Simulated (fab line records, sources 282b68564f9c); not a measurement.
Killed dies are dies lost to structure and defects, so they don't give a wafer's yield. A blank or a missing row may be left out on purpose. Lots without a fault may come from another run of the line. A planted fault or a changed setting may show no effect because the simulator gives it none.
fab line records | flow rit_cmos
record lots=13 wafers=39 last_day=7
route steps=202 shown ACTIVE@15 GATE@97 SPACER@130 M1@202
lots that met no fault: from a run of the same line without faults
start_h: hours from the record's first day to the start of the lot's first wafer shown | wait_h: hours since the lot's step before | " the same as in the row above | L1.1+2: a row that stands for several wafers | - no value, or no start given | * or withheld: withheld | < > ~ a bound
route shown NAME@n: a module of which the file shows steps, and the number in the route of the first | usual: mean/standard deviation of fault-free wafers | same: alike in all rows | chamber/n: place in a boat | sites: the reading at each site | _std_site: their standard deviation | _edge_site: outer sites' mean less inner sites' | radius_mm: how far each site lies from the wafer's centre | mask NAME#n: copy n | behind: the tool/chamber that last shaped the wafer | hold: why the lot was held/for how many hours/how that ended | device: the transistor (n, p or np) that didn't switch | end of line: the same wafers' tests at the end of the route | a step without rows: its recipe alone | killed: dies lost to structure and defects at the first sort, not the wafer's yield | map: a wafer's dies, x killed, . not, _ none there
set.NAME: the setting as run; set.NAME@STEP: as run at that earlier step | model.NAME: the simulator's own value behind a step, which no gauge read
steps of the route over a sample of lots; a table a step, a row a wafer
services: from which hour (start_h, from the record's first day; less than 0 if before it) a tool's chamber was out of use, for how many hours, and why
## steps
# step RIT_ACTIVE_STRIP_14
# recipe chemistry=O2 time_s=180 resist=NOVOLAK platen_temp_c=withheld power_w=500 pressure_mtorr=4000 o2_flow_sccm=4000
# usual drypump_motor_current_A=5.90/0.19
# columns lot.wafer tool chamber start_h wait_h drypump_motor_current_A rf_hours_counter_h
L395.1 plasma_asher-01 0 16.38 0.1 5.80 36
L395.3 " 0 " " 5.82 -
L395.6 " 0 " " 5.83 -
L397.1 plasma_asher-01 1 26.04 0.1 5.76 38
L397.4 " 1 " " 5.77 -
L397.5 " 0 " " 5.79 -
L398.3 plasma_asher-01 1 30.29 0.1 5.77 -
L398.4 " 0 " " 5.82 -
L398.6 " 0 " " 5.83 -
L399.1 plasma_asher-02 1 37.20 0.1 5.86 39
L399.2 " 0 " " 5.66 39
L399.6 " 0 " " 5.67 -
L400.1 plasma_asher-01 0 41.55 0.1 5.82 39
L400.3 " 1 " " 5.77 -
L400.4 " 0 " " 5.82 -
L401.1 plasma_asher-02 0 45.56 0.1 5.68 40
L401.3 " 0 " " 5.64 -
L401.6 " 1 " " 5.91 -
L402.1 plasma_asher-04 0 52.70 0.1 6.18 25
L402.2 " 1 " " 6.20 25
L402.3 " 1 " " 6.16 -
L404.3 plasma_asher-01 1 63.05 0.1 5.77 -
L404.5 " 0 " " 5.82 -
L404.6 " 1 " " 5.77 -
L405.3 plasma_asher-01 1 66.01 0.1 5.77 -
L405.4 " 0 " " 5.81 -
L405.6 " 1 " " 5.76 -
L407.2 plasma_asher-01 1 76.47 0.1 5.76 43
L407.3 " 0 " " 5.81 -
L407.5 " 1 " " 5.78 -
L408.4 plasma_asher-02 1 80.38 0.1 5.85 -
L408.5 " 0 " " 5.70 -
L408.6 " 1 " " 5.83 -
L409.1 plasma_asher-01 0 86.83 0.1 5.81 44
L409.2 " 1 " " 5.78 44
L409.5 " 1 " " 5.75 -
L418.2 plasma_asher-01 0 130.85 0.1 5.84 49
L418.4 " 0 " " 5.84 -
L418.5 " 0 " " 5.81 -
# step RIT_GATE_CD_MEAS_90
# recipe target_cd_nm=150
# usual cd_nm=149.2/2.7
# columns lot.wafer tool chamber start_h wait_h cd_nm
L395.1 cd_sem-01 - 41.62 0.1 151.2
L395.3 " - " " 151.9
L395.6 " - " " 150.6
L397.1 cd_sem-01 - 55.95 0.1 148.2
L397.4 " - " " 145.9
L397.5 " - " " 150.0
L398.3 cd_sem-02 - 61.89 0.1 149.3
L398.4 " - " " 149.2
L398.6 " - " " 148.7
L399.1 cd_sem-02 - 66.58 0.1 151.9
L399.2 " - " " 153.7
L399.6 " - " " 153.1
L400.1 cd_sem-01 - 70.91 0.1 150.0
L400.3 " - " " 150.1
L400.4 " - " " 148.6
L401.1 cd_sem-02 - 78.74 0.1 148.9
L401.3 " - " " 147.7
L401.6 " - " " 149.0
L402.1 cd_sem-02 - 83.63 0.1 146.9
L402.2 " - " " 148.4
L402.3 " - " " 147.7
L404.3 cd_sem-01 - 89.49 0.1 155.1
L404.5 " - " " 152.3
L404.6 " - " " 152.1
L405.3 cd_sem-02 - 94.13 0.1 154.4
L405.4 " - " " 152.5
L405.6 " - " " 151.9
L407.2 cd_sem-01 - 102.36 0.1 148.6
L407.3 " - " " 150.0
L407.5 " - " " 152.3
L408.4 cd_sem-02 - 106.11 0.1 149.5
L408.5 " - " " 152.9
L408.6 " - " " 152.6
L409.1 cd_sem-02 - 115.33 0.1 149.9
L409.2 " - " " 149.4
L409.5 " - " " 148.1
L418.2 cd_sem-02 - 153.34 0.1 153.4
L418.4 " - " " 153.3
L418.5 " - " " 153.6
# step RIT_SPACER_ETCHBACK_05
# recipe target_depth_a=2500 SF6_flow_sccm=30 CHF3_flow_sccm=30 target=Si3N4 chemistry=SF6/CHF3 pressure_mtorr=40 rf_w=250 time_s=240 stop_on=SiO2
# usual drypump_motor_current_A=5.9/0.41 oes_product_au=0.850/0.012 run_length_s=268.6/0.39 throttle_valve_pct=10.31/0.12
# columns lot.wafer tool chamber start_h wait_h drypump_motor_current_A oes_product_au rf_hours_counter_h run_length_s throttle_valve_pct
L395.1 rie_diel-01 3 50.88 0.1 5.2 0.862 136 268.7 10.25
L395.3 " 0 " " 5.6 0.857 163 268.4 10.27
L395.6 " 3 " " 5.2 0.852 - 268.7 10.24
L397.1 rie_diel-02 2 66.61 0.1 5.7 0.865 159 268.0 10.18
L397.4 " 0 " " 6.6 0.837 150 267.7 10.24
L397.5 " 1 " " 6.1 0.845 - 268.6 10.32
L398.3 rie_diel-01 3 71.26 0.0 5.2 0.842 136 268.7 10.25
L398.4 " 2 " " 6.3 0.851 43 268.3 10.20
L398.6 " 0 " " 5.6 0.846 - 268.2 10.26
L399.1 rie_diel-04 3 75.83 0.1 5.8 0.848 69 268.7 10.38
L399.2 " 1 " " 5.6 0.852 40 268.4 10.23
L399.6 " 2 " " 5.5 0.852 - 268.9 10.12
L400.1 rie_diel-02 2 80.64 0.1 5.7 0.856 160 268.4 10.18
L400.3 " 3 " " 5.8 0.867 64 268.2 10.45
L400.4 " 0 " " 6.6 0.832 150 267.5 10.24
L401.1 rie_diel-04 3 87.45 0.1 5.8 0.843 69 268.5 10.40
L401.3 " 0 " " 6.5 0.863 144 269.4 10.41
L401.6 " 0 " " 6.5 0.864 - 268.9 10.42
L402.1 rie_diel-02 3 93.41 0.1 5.8 0.843 64 268.2 10.44
L402.2 " 1 " " 6.1 0.831 123 268.6 10.31
L402.3 " 0 " " 6.6 0.827 150 267.6 10.25
L404.3 rie_diel-01 2 98.96 0.0 6.3 0.853 44 268.4 10.21
L404.5 " 1 " " 5.6 0.858 - 269.2 10.54
L404.6 " 2 " " 6.4 0.857 - 268.0 10.23
L405.3 rie_diel-01 3 103.05 0.0 5.2 0.866 137 268.6 10.24
L405.4 " 3 " " 5.2 0.860 - 268.6 10.24
L405.6 " 1 " " 5.6 0.854 - 269.5 10.54
L407.2 rie_diel-04 3 111.73 0.0 5.8 0.856 70 269.0 10.42
L407.3 " 0 " " 6.6 0.879 145 269.1 10.42
L407.5 " 0 " " 6.6 0.874 - 268.9 10.42
L408.4 rie_diel-04 0 115.91 0.0 6.6 0.853 145 269.2 10.41
L408.5 " 1 " " 5.6 0.856 - 268.4 10.24
L408.6 " 0 " " 6.6 0.870 - 269.0 10.40
L409.1 rie_diel-04 3 123.74 0.1 5.8 0.850 70 269.0 10.41
L409.2 " 1 " " 5.6 0.863 41 268.9 10.25
L409.5 " 0 " " 6.6 0.845 - 281.5 10.39
L418.2 rie_diel-02 3 162.95 0.0 5.8 0.854 66 268.7 10.44
L418.4 " 1 " " 6.1 0.835 - 268.4 10.33
L418.5 " 3 " " 5.9 0.849 - 268.6 10.43
# step RIT_M1_PROBE_99
# usual killed_at_contacts=0.1/0.36 killed_at_front_end=7/3.1 killed_dies=7/3.1 killed_open=3.6/2.1 killed_short=3.2/1.9
# same gross_dies=264 killed_at_M0_to_M3=0 killed_at_M4_up=0 killed_at_back_side=0 killed_at_other=0
# columns lot.wafer tool chamber start_h wait_h killed_at_contacts killed_at_front_end killed_dies killed_open killed_short
L395.1 prober-01 - 62.18 0.1 0 6 6 4 2
L395.3 prober-01 - 62.28 0.2 0 6 6 1 5
L395.6 prober-01 - 62.43 0.2 0 9 9 4 5
L397.1 prober-01 - 77.75 0.1 0 1 1 1 0
L397.4 prober-01 - 77.90 0.2 0 6 6 2 4
L397.5 prober-01 - 77.95 0.2 0 8 8 4 4
L402.1 prober-02 - 104.77 0.1 0 15 15 8 7
L402.2 prober-02 - 104.82 0.1 1 4 5 3 2
L402.3 prober-02 - 104.87 0.2 2 6 8 4 4
L405.3 prober-01 - 114.46 0.2 0 8 8 6 2
L405.4 prober-01 - 114.51 0.2 0 5 5 3 2
L405.6 prober-01 - 114.61 0.2 0 3 3 2 1
L407.2 prober-01 - 122.85 0.1 0 9 9 2 7
L407.3 prober-01 - 122.90 0.2 0 13 13 9 3
L407.5 prober-01 - 123.00 0.2 0 5 5 2 2
L409.1 prober-01 - 134.92 0.1 0 3 3 0 3
L409.2 prober-01 - 134.97 0.1 0 11 11 3 8
L409.5 prober-01 - 135.12 0.2 0 10 10 6 4
L418.2 prober-02 - 173.87 0.1 0 10 10 6 4
L418.4 prober-02 - 173.97 0.2 0 11 11 4 7
L418.5 prober-02 - 174.02 0.2 0 12 12 9 3
# killed by level:class
L395.1 SPACER:geometric_particle:open=3 GATE:geometric_particle:short=1 GATE:geometric_particle:open=1 REOX:geometric_particle:short=1
L395.3 GATE:geometric_particle:short=2 ACTIVE:geometric_particle:short=1 FOX2:geometric_particle:open=1 FOX2:geometric_particle:short=1 SPACER:geometric_particle:short=1
L395.6 SPACER:geometric_particle:open=2 FOX1:geometric_particle:short=1 FOX2:geometric_particle:open=1 GATE:geometric_particle:open=1 GATE:geometric_particle:short=1 REOX:geometric_particle:short=1 SPACER:geometric_particle:short=1 SILICIDE:geometric_particle:short=1
L397.1 REOX:geometric_particle:open=1
L397.4 FOX1:geometric_particle:short=1 GATE:geometric_particle:short=1 GATE:geometric_particle:open=1 SPACER:geometric_particle:open=1 SPACER:geometric_particle:short=1 SILICIDE:geometric_particle:short=1
L397.5 REOX:geometric_particle:short=2 FOX2:geometric_particle:open=1 GATE:geometric_particle:open=1 REOX:geometric_particle:open=1 SPACER:geometric_particle:open=1 SPACER:geometric_particle:short=1 SILICIDE:geometric_particle:short=1
L402.1 GATE:geometric_particle:short=4 GATE:geometric_particle:open=3 SPACER:geometric_particle:open=2 FOX1:geometric_particle:short=1 FOX2:geometric_particle:open=1 REOX:geometric_particle:open=1 SPACER:geometric_particle:short=1 SILICIDE:geometric_particle:open=1
L402.2 FOX1:geometric_particle:open=1 REOX:geometric_particle:short=1 SPACER:geometric_particle:open=1 SPACER:geometric_particle:short=1 CONTACT:geometric_particle:open=1
L402.3 GATE:geometric_particle:short=2 REOX:geometric_particle:open=2 FOX1:geometric_particle:open=1 SPACER:geometric_particle:short=1 CONTACT:geometric_particle:open=1 CONTACT:geometric_particle:short=1
L405.3 GATE:geometric_particle:open=4 GATE:geometric_particle:short=2 REOX:geometric_particle:open=1 SILICIDE:geometric_particle:open=1
L405.4 GATE:geometric_particle:open=2 GATE:geometric_particle:short=1 REOX:geometric_particle:short=1 REOX:geometric_particle:open=1
L405.6 GATE:geometric_particle:open=2 FOX1:geometric_particle:short=1
L407.2 REOX:geometric_particle:short=2 SPACER:geometric_particle:short=2 FOX2:geometric_particle:short=1 GATE:geometric_particle:short=1 SPACER:geometric_particle:open=1 SILICIDE:geometric_particle:short=1 SILICIDE:geometric_particle:open=1
L407.3 SILICIDE:geometric_particle:open=4 REOX:geometric_particle:open=3 SPACER:geometric_particle:open=2 FOX1:geometric_particle:short=1 SPACER:geometric_particle:short=1 SILICIDE:geometric_particle:short=1 NWELL:coat_microbubble_printed=1
L407.5 SILICIDE:geometric_particle:short=2 GATE:geometric_particle:open=1 REOX:geometric_particle:open=1 NWELL:coat_microbubble_printed=1
L409.1 SPACER:geometric_particle:short=2 SILICIDE:geometric_particle:short=1
L409.2 GATE:geometric_particle:short=4 GATE:geometric_particle:open=3 FOX1:geometric_particle:short=2 FOX2:geometric_particle:short=1 SILICIDE:geometric_particle:short=1
L409.5 GATE:geometric_particle:open=3 FOX1:geometric_particle:open=1 FOX2:geometric_particle:short=1 FOX2:geometric_particle:open=1 GATE:geometric_particle:short=1 REOX:geometric_particle:open=1 SPACER:geometric_particle:short=1 SILICIDE:geometric_particle:short=1
L418.2 FOX2:geometric_particle:open=3 FOX2:geometric_particle:short=3 GATE:geometric_particle:open=3 STARTING-WAFER:geometric_particle:short=1
L418.4 GATE:geometric_particle:short=5 GATE:geometric_particle:open=2 SPACER:geometric_particle:open=2 FOX2:geometric_particle:short=1 SPACER:geometric_particle:short=1
L418.5 GATE:geometric_particle:open=5 FOX1:geometric_particle:open=1 FOX2:geometric_particle:open=1 GATE:geometric_particle:short=1 REOX:geometric_particle:short=1 SPACER:geometric_particle:short=1 SPACER:geometric_particle:open=1 SILICIDE:geometric_particle:open=1
## services
# columns tool chamber start_h hours kind
rie_diel-04 - 9.06 0.5 repair
rie_diel-04 2 40.29 - clean
rie_diel-04 2 40.29 16.3 scheduled_down
rie_diel-04 2 40.29 16.3 vent_cycle
rie_diel-02 3 55.19 4.0 repair
rie_diel-01 0 81.73 - clean
rie_diel-01 0 81.73 23.5 scheduled_down
rie_diel-01 0 81.73 23.5 vent_cycle
rie_diel-04 1 92.24 16.2 repair
rie_diel-02 2 97.89 - clean
rie_diel-02 2 97.89 17.9 scheduled_down
rie_diel-02 2 97.89 17.9 vent_cycle
plasma_asher-04 - 105.75 0.9 repair
plasma_asher-02 - 108.75 9.0 pm
plasma_asher-02 0 108.75 9.0 vent_cycle
plasma_asher-02 1 108.75 9.0 vent_cycle
plasma_asher-02 0 117.75 - clean
rie_diel-02 2 137.07 15.0 repair
rie_diel-01 - 140.59 1.0 repair
rie_diel-02 0 152.06 - clean
rie_diel-02 0 152.06 14.8 scheduled_down
rie_diel-02 0 152.06 14.8 vent_cycle
rie_diel-02 - 157.75 2.8 pm
rie_diel-02 2 161.27 6.0 repair
## key
first_sign step=RIT_SPACER_ETCHBACK_05 reading=run_length_s direction=up sigmas=33 usual=* struck=*
effect none on later readings
met_at RIT_SPACER_ETCHBACK_05
struck_lots L409
struck_wafers L409.5
tester_left_out L409
not_acting_at RIT_ACTIVE_STRIP_14,RIT_GATE_CD_MEAS_90
onset_between 115.91 123.74
fault kind=process_parameter_drift tool=rie_diel-04 chamber=0 onset_h=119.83 steps=RIT_SPACER_ETCHBACK_05 channel=time_s offset=* shape=step end_h=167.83 acts_in=* stated=*
# tester_left_out: of these lots the tester's yield and bins aren't shown, on N5 and GAA mostly nor the transistor test; their killed dies are dies lost to structure and defects alone, not to doping, threshold or leakage, so they don't give the yield
